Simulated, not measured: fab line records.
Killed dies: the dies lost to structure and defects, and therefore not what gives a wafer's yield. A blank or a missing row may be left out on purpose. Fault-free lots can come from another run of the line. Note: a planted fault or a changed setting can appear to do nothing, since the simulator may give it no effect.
Struck lot and sound lot, side by side / flow rit_cmos / 44 out of 202 route steps
Sound: the wafers L119.2, L119.3, L119.4. Wafers L129.3, L129.5, L129.6 were the ones struck. Last of all comes the cause.
Each step with rows lists, per side, the tool, then ch with its chambers, then its first start. Under that, the readings that differ: sound wafers / struck wafers / difference of the means / sigmas: that difference in standard deviations of wafers without a fault.
alike: same words and numbers on both sides, and readings whose means sit less than 2 such deviations apart. not compared: any withheld reading, any reading some wafer has no value for, any bound like >300 that may hide the same value, and any number with overlapping values for which the record gives no deviation.
The two part at a step that has a row with sigmas, a row that says differs or no value, or rows on one side only. When numbers do not overlap yet have no deviation, they are printed without sigmas and do not part them. A reading missing from all wafers of one side parts the sides only when that side holds two or more wafers.

first, 2 steps without rows for these wafers: RIT_NLDD_HARDBAKE_07 (time 60 s); RIT_NLDD_IMPLANT_08.
RIT_NLDD_STRIP_09: strips in O2, time 180 s.
  sound on plasma_asher-03 ch 0,1, day 3 19:18; struck on plasma_asher-03 ch 0,1, day 6 01:08
  alike: drypump_motor_current_A, o2_flow_sccm
  not compared: rf_hours_counter_h
RIT_NLDD_TW_MEAS_10:
  sound: film_metro-03 at day 3 19:29; struck: film_metro-02 at day 6 01:17
reading=NLDD_TW; sound=2544 2558 2550; struck=2477 2478 2495; difference=-67; sigmas=-2
then, 6 steps without rows for these wafers: RIT_PLDD_HMDS_00 (prime time 60 s); RIT_PLDD_COAT_01 (resist thk 1000 nm); RIT_PLDD_SOFTBAKE_02 (time 60 s); RIT_PLDD_EXPOSE_03 (exposes mask M8, target cd 40900 nm); RIT_PLDD_PEB_04; RIT_PLDD_DEVELOP_05 (develop time 50 s).
RIT_PLDD_OVL_MEAS_06:
  sound: overlay-01 at day 3 20:23; struck: overlay-02 at day 6 02:19
  alike: PLDD_OVL
then, 1 step without rows for these wafers: RIT_PLDD_HARDBAKE_07 (time 60 s).
RIT_PLDD_IMPLANT_08:
  sound on implanter-04 ch 0, day 3 20:36; struck on implanter-04 ch 0, day 6 02:32
reading=beam_energy_keV; sound=19.997 19.995 19.998; struck=14.006 14.005 13.997; difference=-5.994; sigmas=-99 or more
reading=model.implant.rp_nm (nm); sound=17.08 17.08 17.08; struck=12.91 12.91 12.91; difference=-4.17; sigmas=
reading=model.implant.drp_nm (nm); sound=9.752 9.752 9.752; struck=7.585 7.585 7.585; difference=-2.167; sigmas=
  alike: beam_on_s, end_station_pressure_torr
RIT_PLDD_STRIP_09: strips in O2, time 180 s.
  sound on plasma_asher-02 ch 0,1, day 3 20:43; struck on plasma_asher-02 ch 0,1, day 6 02:41
  alike: drypump_motor_current_A, o2_flow_sccm
  not compared: rf_hours_counter_h
RIT_PLDD_TW_MEAS_10:
  sound: film_metro-02 at day 3 20:55; struck: film_metro-01 at day 6 02:50
reading=PLDD_TW; sound=2346 2349 2372; struck=2144 2130 2148; difference=-215; sigmas=-9
then, 4 steps without rows for these wafers: RIT_SPACER_CLEAN_00 (cleans in SC1, time 600 s); RIT_SPACER_CLEAN_01 (cleans in dHF, time 30 s); RIT_SPACER_CLEAN_02 (cleans in SC2, time 600 s); RIT_SPACER_CVD_03 (deposits Si3N4 from SiH2Cl2/NH3, target thk 250 nm, time 3300 s).
RIT_SPACER_THK_MEAS_04:
  sound: film_metro-02 at day 3 23:15; struck: film_metro-01 at day 6 05:35
  alike: SPACER_NITRIDE_THK
RIT_SPACER_ETCHBACK_05: etches Si3N4 in SF6/CHF3, stops on SiO2, target depth 250 nm, time 240 s.
  sound on rie_diel-04 ch 1,2,3, day 3 23:18; struck on rie_diel-03 ch 0,1,3, day 6 05:38
  alike: drypump_motor_current_A, oes_product_au, rf_fwd_power_W, throttle_valve_pct
  not compared: rf_hours_counter_h
then, 6 steps without rows for these wafers: RIT_NSD_HMDS_00 (prime time 60 s); RIT_NSD_COAT_01 (resist thk 1000 nm); RIT_NSD_SOFTBAKE_02 (time 60 s); RIT_NSD_EXPOSE_03 (exposes mask M9, target cd 40700 nm); RIT_NSD_PEB_04; RIT_NSD_DEVELOP_05 (develop time 50 s).
RIT_NSD_OVL_MEAS_06:
  sound: overlay-01 at day 4 00:32; struck: overlay-02 at day 6 06:46
  alike: NSD_OVL
then, 2 steps without rows for these wafers: RIT_NSD_HARDBAKE_07 (time 60 s); RIT_NSD_IMPLANT_08.
RIT_NSD_STRIP_09: strips in O2, time 180 s.
  sound on plasma_asher-02 ch 0,1, day 4 00:52; struck on plasma_asher-01 ch 0,1, day 6 07:09
  alike: drypump_motor_current_A, o2_flow_sccm
  not compared: rf_hours_counter_h
RIT_NSD_TW_MEAS_10:
  sound: film_metro-02 at day 4 01:04; struck: film_metro-03 at day 6 07:17
  alike: NSD_TW
then, 6 steps without rows for these wafers: RIT_PSD_HMDS_00 (prime time 60 s); RIT_PSD_COAT_01 (resist thk 1000 nm); RIT_PSD_SOFTBAKE_02 (time 60 s); RIT_PSD_EXPOSE_03 (exposes mask M10, target cd 40900 nm); RIT_PSD_PEB_04; RIT_PSD_DEVELOP_05 (develop time 50 s).
RIT_PSD_OVL_MEAS_06:
  sound: overlay-01 at day 4 01:58; struck: overlay-01 at day 6 08:19
  alike: PSD_OVL
then, 2 steps without rows for these wafers: RIT_PSD_HARDBAKE_07 (time 60 s); RIT_PSD_IMPLANT_08.
RIT_PSD_STRIP_09: strips in O2, time 180 s.
  sound on plasma_asher-01 ch 0,1, day 4 02:17; struck on plasma_asher-01 ch 0,1, day 6 08:41
  alike: drypump_motor_current_A, o2_flow_sccm
  not compared: rf_hours_counter_h
RIT_SDANNEAL_RS_MEAS_06: measures by four-point-probe.
  sound: film_metro-01 at day 4 03:13; struck: film_metro-01 at day 6 09:35
reading=PLDD_RS (ohm/sq); sound=178.6 178.8 178.6; struck=203.1 203.2 202.3; difference=+24.2; sigmas=+54
RIT_M1_PROBE_99:
  sound: prober-01 at day 4 10:49; struck: prober-01 at day 6 17:30
reading=model.etest.pmos_turned.r_on_ohm_um; sound=3169 3255 3243; struck=5744 5890 5856; difference=+2608; sigmas=
reading=model.etest.pmos_0p3.r_on_ohm_um; sound=6111 6228 6237; struck=7539 7456 7456; difference=+1292; sigmas=
reading=model.etest.pmos_0p15.r_on_ohm_um; sound=2587 2650 2657; struck=3996 3943 4023; difference=+1356; sigmas=
reading=model.etest.pldd.rs_ohm_sq; sound=423.9 451.2 443.8; struck=1297 1343 1349; difference=+890; sigmas=
reading=model.etest.pldd.line_ohm_um; sound=135.8 141.9 141.4; struck=411.7 429.2 427.3; difference=+283.0; sigmas=
reading=model.etest.pmos_turned.drive_ua_um; sound=210.9 205 206.3; struck=90.61 86.43 86.95; difference=-119.40; sigmas=
reading=model.etest.pmos_0p15.drive_ua_um; sound=273.9 269.2 263.6; struck=179.1 180.2 178.6; difference=-89.6; sigmas=
reading=model.etest.pmos_narrow.drive_ua_um; sound=102.6 101.4 100.3; struck=86.22 86.46 85.6; difference=-15.34; sigmas=
  alike: killed_at_contacts, killed_at_front_end, killed_dies, killed_on_rim, killed_open, killed_short

WHERE THEY PART
At RIT_NLDD_TW_MEAS_10 first; at RIT_SDANNEAL_RS_MEAS_06 last (within this record only). Later steps at which nothing parts them and some readings are alike: RIT_M1_PROBE_99.

WHY: the cause the simulator had injected
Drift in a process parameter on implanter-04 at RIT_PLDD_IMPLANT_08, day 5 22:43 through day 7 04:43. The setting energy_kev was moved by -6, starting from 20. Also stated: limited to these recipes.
